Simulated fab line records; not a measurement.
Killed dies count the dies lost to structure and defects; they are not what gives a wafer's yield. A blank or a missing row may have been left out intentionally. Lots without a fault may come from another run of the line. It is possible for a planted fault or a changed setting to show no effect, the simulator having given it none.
What tool caused it? :: flow berkeleyCmos170 :: 14 lots with 42 wafers sampled at 4 steps, on a route of 331 steps

WHAT THE GAUGES SHOWED, per wafer
UCB170_NWELL_OVL_MEAS_12.
lot: L705
measured: day 2 07:21
on: overlay-01
NWELL_OVL (nm): -6 -4 -2

lot: L706
measured: day 2 12:04
on: overlay-01
NWELL_OVL (nm): 4 3 0

lot: L709
measured: day 3 12:31
on: overlay-01
NWELL_OVL (nm): 4 7 8

lot: L712
measured: day 3 19:51
on: overlay-01
NWELL_OVL (nm): 0 0 3

lot: L716
measured: day 4 07:16
on: overlay-01
NWELL_OVL (nm): -9 -4 -5

lot: L717
measured: day 4 15:25
on: overlay-01
NWELL_OVL (nm): 9 8 12

lot: L718
measured: day 4 18:11
on: overlay-01
NWELL_OVL (nm): -1 1 6

lot: L719
measured: day 5 03:05
on: overlay-01
NWELL_OVL (nm): 1 3 2

lot: L722
measured: day 5 16:47
on: overlay-01
NWELL_OVL (nm): 6 6 5

lot: L723
measured: day 5 21:44
on: overlay-01
NWELL_OVL (nm): 5 13 10

lot: L725
measured: day 6 06:11
on: overlay-01
NWELL_OVL (nm): 9 6 9

lot: L726
measured: day 6 09:08
on: overlay-01
NWELL_OVL (nm): 4 -1 4

lot: L727
measured: day 6 19:48
on: overlay-01
NWELL_OVL (nm): 2 4 6

lot: L728
measured: day 6 21:44
on: overlay-02
NWELL_OVL (nm): -1 4 6

UCB170_PFIELD_TW_MEAS_09.
lot: L705
measured: day 4 09:24
on: filmMetro-03
PFIELD_TW: 610 612 613

lot: L706
measured: day 4 09:58
on: filmMetro-04
PFIELD_TW: 595 594 596

lot: L709
measured: day 5 22:52
on: filmMetro-01
PFIELD_TW: 624 626 623

lot: L712
measured: day 5 22:10
on: filmMetro-01
PFIELD_TW: 607 609 604

lot: L716
measured: day 6 06:23
on: filmMetro-03
PFIELD_TW: 635 632 630

lot: L717
measured: day 6 12:49
on: filmMetro-04
PFIELD_TW: 600 598 596

lot: L718
measured: day 6 13:32
on: filmMetro-03
PFIELD_TW: 616 616 617

lot: L719
measured: day 7 00:05
on: filmMetro-01
PFIELD_TW: 606 609 611

lot: L722
measured: day 7 16:12
on: filmMetro-03
PFIELD_TW: 612 615 611

lot: L723
measured: day 7 15:34
on: filmMetro-04
PFIELD_TW: 597 598 595

lot: L725
measured: day 8 01:58
on: filmMetro-01
PFIELD_TW: 602 601 605

lot: L726
measured: day 8 12:27
on: filmMetro-01
PFIELD_TW: 609 608 606

lot: L727
measured: day 8 20:49
on: filmMetro-04
PFIELD_TW: 602 597 597

lot: L728
measured: day 8 21:23
on: filmMetro-04
PFIELD_TW: 594 601 595

WHICH TOOL RAN EACH LOT (tool, then ch and the chambers of the sampled wafers, then the start)
lot: L705
UCB170_PFIELD_IMPLANT_07: implanter-04 ch 0, day 4 09:10
UCB170_PFIELD_STRIP_08: plasmaAsher-04 ch 0,1, day 4 09:17

lot: L706
UCB170_PFIELD_IMPLANT_07: implanter-04 ch 0, day 4 09:44
UCB170_PFIELD_STRIP_08: plasmaAsher-01 ch 0,1, day 4 09:53

lot: L709
UCB170_PFIELD_IMPLANT_07: implanter-03 ch 0, day 5 22:38
UCB170_PFIELD_STRIP_08: plasmaAsher-03 ch 1, day 5 22:46

lot: L712
UCB170_PFIELD_IMPLANT_07: implanter-04 ch 0, day 5 21:56
UCB170_PFIELD_STRIP_08: plasmaAsher-04 ch 0,1, day 5 22:04

lot: L716
UCB170_PFIELD_IMPLANT_07: implanter-03 ch 0, day 6 06:09
UCB170_PFIELD_STRIP_08: plasmaAsher-04 ch 0,1, day 6 06:17

lot: L717
UCB170_PFIELD_IMPLANT_07: implanter-02 ch 0, day 6 12:36
UCB170_PFIELD_STRIP_08: plasmaAsher-04 ch 0,1, day 6 12:44

lot: L718
UCB170_PFIELD_IMPLANT_07: implanter-04 ch 0, day 6 13:18
UCB170_PFIELD_STRIP_08: plasmaAsher-03 ch 0,1, day 6 13:26

lot: L719
UCB170_PFIELD_IMPLANT_07: implanter-04 ch 0, day 6 23:52
UCB170_PFIELD_STRIP_08: plasmaAsher-01 ch 0,1, day 7 00:00

lot: L722
UCB170_PFIELD_IMPLANT_07: implanter-04 ch 0, day 7 15:58
UCB170_PFIELD_STRIP_08: plasmaAsher-04 ch 0,1, day 7 16:05

lot: L723
UCB170_PFIELD_IMPLANT_07: implanter-02 ch 0, day 7 15:19
UCB170_PFIELD_STRIP_08: plasmaAsher-04 ch 0,1, day 7 15:28

lot: L725
UCB170_PFIELD_IMPLANT_07: implanter-02 ch 0, day 8 01:46
UCB170_PFIELD_STRIP_08: plasmaAsher-04 ch 0,1, day 8 01:52

lot: L726
UCB170_PFIELD_IMPLANT_07: implanter-02 ch 0, day 8 12:12
UCB170_PFIELD_STRIP_08: plasmaAsher-03 ch 0,1, day 8 12:21

lot: L727
UCB170_PFIELD_IMPLANT_07: implanter-04 ch 0, day 8 20:35
UCB170_PFIELD_STRIP_08: plasmaAsher-03 ch 0,1, day 8 20:43

lot: L728
UCB170_PFIELD_IMPLANT_07: implanter-04 ch 0, day 8 21:09
UCB170_PFIELD_STRIP_08: plasmaAsher-04 ch 0,1, day 8 21:17
- UCB170_PFIELD_IMPLANT_07
- UCB170_PFIELD_STRIP_08: strips in O2.

AS READ BY THE TOOLS THEMSELVES (means over the sampled wafers that have a number; for cases with no such wafer, the mark the record gives instead)
UCB170_PFIELD_IMPLANT_07.
lot: L705
tool: implanter-04
doseIonsCm2: 1.9979e+13
endStationPressureTorr (Torr): 5.09e-06
faradayCurrentUA: 64.1

lot: L706
tool: implanter-04
doseIonsCm2: 2.0003e+13
endStationPressureTorr (Torr): 5.01e-06
faradayCurrentUA: 63.4

lot: L709
tool: implanter-03
doseIonsCm2: 2.2024e+13
endStationPressureTorr (Torr): 4.99e-06
faradayCurrentUA: 69.3

lot: L712
tool: implanter-04
doseIonsCm2: 1.9975e+13
endStationPressureTorr (Torr): 5.03e-06
faradayCurrentUA: 63.0

lot: L716
tool: implanter-03
doseIonsCm2: 2.1979e+13
endStationPressureTorr (Torr): 5.22e-06
faradayCurrentUA: 70.6

lot: L717
tool: implanter-02
doseIonsCm2: 1.9971e+13
endStationPressureTorr (Torr): 5.17e-06
faradayCurrentUA: 64.0

lot: L718
tool: implanter-04
doseIonsCm2: 2.0014e+13
endStationPressureTorr (Torr): 4.77e-06
faradayCurrentUA: 63.1

lot: L719
tool: implanter-04
doseIonsCm2: 2.0001e+13
endStationPressureTorr (Torr): 4.98e-06
faradayCurrentUA: 64.4

lot: L722
tool: implanter-04
doseIonsCm2: 2.0003e+13
endStationPressureTorr (Torr): 5.01e-06
faradayCurrentUA: 62.9

lot: L723
tool: implanter-02
doseIonsCm2: 2.0013e+13
endStationPressureTorr (Torr): 4.80e-06
faradayCurrentUA: 62.7

lot: L725
tool: implanter-02
doseIonsCm2: 1.9997e+13
endStationPressureTorr (Torr): 5.02e-06
faradayCurrentUA: 62.7

lot: L726
tool: implanter-02
doseIonsCm2: 2.0006e+13
endStationPressureTorr (Torr): 5.12e-06
faradayCurrentUA: 63.4

lot: L727
tool: implanter-04
doseIonsCm2: 2.0000e+13
endStationPressureTorr (Torr): 4.89e-06
faradayCurrentUA: 63.2

lot: L728
tool: implanter-04
doseIonsCm2: 1.9998e+13
endStationPressureTorr (Torr): 4.97e-06
faradayCurrentUA: 63.0

UCB170_PFIELD_STRIP_08.
lot: L705
tool: plasmaAsher-04
drypumpMotorCurrentA (A): 6.1
o2FlowSccm (sccm): 400.8
oesProductAu (a.u.): 0.734
stripTimeToEndpointS (s): 21.71

lot: L706
tool: plasmaAsher-01
drypumpMotorCurrentA (A): 5.7
o2FlowSccm (sccm): 401.3
oesProductAu (a.u.): 0.739
stripTimeToEndpointS (s): 21.66

lot: L709
tool: plasmaAsher-03
drypumpMotorCurrentA (A): 6.2
o2FlowSccm (sccm): 399.4
oesProductAu (a.u.): 0.733
stripTimeToEndpointS (s): 21.68

lot: L712
tool: plasmaAsher-04
drypumpMotorCurrentA (A): 5.5
o2FlowSccm (sccm): 400.9
oesProductAu (a.u.): 0.739
stripTimeToEndpointS (s): 21.69

lot: L716
tool: plasmaAsher-04
drypumpMotorCurrentA (A): 6.0
o2FlowSccm (sccm): 399.9
oesProductAu (a.u.): 0.736
stripTimeToEndpointS (s): 21.65

lot: L717
tool: plasmaAsher-04
drypumpMotorCurrentA (A): 5.5
o2FlowSccm (sccm): 401.7
oesProductAu (a.u.): 0.736
stripTimeToEndpointS (s): 21.59

lot: L718
tool: plasmaAsher-03
drypumpMotorCurrentA (A): 6.2
o2FlowSccm (sccm): 402.2
oesProductAu (a.u.): 0.733
stripTimeToEndpointS (s): 21.61

lot: L719
tool: plasmaAsher-01
drypumpMotorCurrentA (A): 5.7
o2FlowSccm (sccm): 400.3
oesProductAu (a.u.): 0.737
stripTimeToEndpointS (s): 21.66

lot: L722
tool: plasmaAsher-04
drypumpMotorCurrentA (A): 5.5
o2FlowSccm (sccm): 400.0
oesProductAu (a.u.): 0.732
stripTimeToEndpointS (s): 21.64

lot: L723
tool: plasmaAsher-04
drypumpMotorCurrentA (A): 6.1
o2FlowSccm (sccm): 400.8
oesProductAu (a.u.): 0.732
stripTimeToEndpointS (s): 21.60

lot: L725
tool: plasmaAsher-04
drypumpMotorCurrentA (A): 5.5
o2FlowSccm (sccm): 399.9
oesProductAu (a.u.): 0.734
stripTimeToEndpointS (s): 21.64

lot: L726
tool: plasmaAsher-03
drypumpMotorCurrentA (A): 6.2
o2FlowSccm (sccm): 398.4
oesProductAu (a.u.): 0.736
stripTimeToEndpointS (s): 21.51

lot: L727
tool: plasmaAsher-03
drypumpMotorCurrentA (A): 6.2
o2FlowSccm (sccm): 401.1
oesProductAu (a.u.): 0.736
stripTimeToEndpointS (s): 21.48

lot: L728
tool: plasmaAsher-04
drypumpMotorCurrentA (A): 5.5
o2FlowSccm (sccm): 401.9
oesProductAu (a.u.): 0.733
stripTimeToEndpointS (s): 21.54

THE ANSWER, worked out from the rows above alone
Rule: the usual values come from the lots themselves. The widest of any qualifying gaps counts: lots, ordered by their means at a reading, are off when they make up no more than a third of the lots, leave a main group of 4 or more, and stand apart from it by 3 or more times the standard deviation of that group's means. A main group is skipped when, at the precision printed for the reading in the tables above, its means are all equal. A lot without any number at a reading at which 4 lots or more have one is off too. The other lots that the step has rows for count as sound. Order of review: gauges by route order, followed by the tools' own readings, for which a lot's mean as printed above is used. The first step at which some lot is off is used, and at that step the reading that is off furthest; a lot without a number counts as furthest.
Off at UCB170_PFIELD_IMPLANT_07 (doseIonsCm2): L709, L716. The main group: mean 1.9997e+13, standard deviation 1.4e+10.
If a tool, at that step or one of the process steps before it, ran each lot that is off and ran no sound lot following the first of them, it fits. One fits: UCB170_PFIELD_IMPLANT_07 on implanter-03. It ran no sound lot before its first lot that is off in this sample, so the start can't be narrowed down.
The tool's own readings at UCB170_PFIELD_IMPLANT_07 bear it out: on the lots that are off they differ by more than 5 times the standard deviation of the sound lots' means. doseIonsCm2 reads 2.2002e+13 there against 1.9997e+13 on the sound lots; faradayCurrentUA reads 69.9 there against 63.3 on the sound lots.

WHAT WAS PUT IN BY THE SIMULATOR
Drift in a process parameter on implanter-03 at UCB170_PFIELD_IMPLANT_07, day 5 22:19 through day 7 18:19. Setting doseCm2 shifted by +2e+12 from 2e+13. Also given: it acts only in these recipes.
Lots struck among those shown: L709, L716. The rule given above showed the same thing.
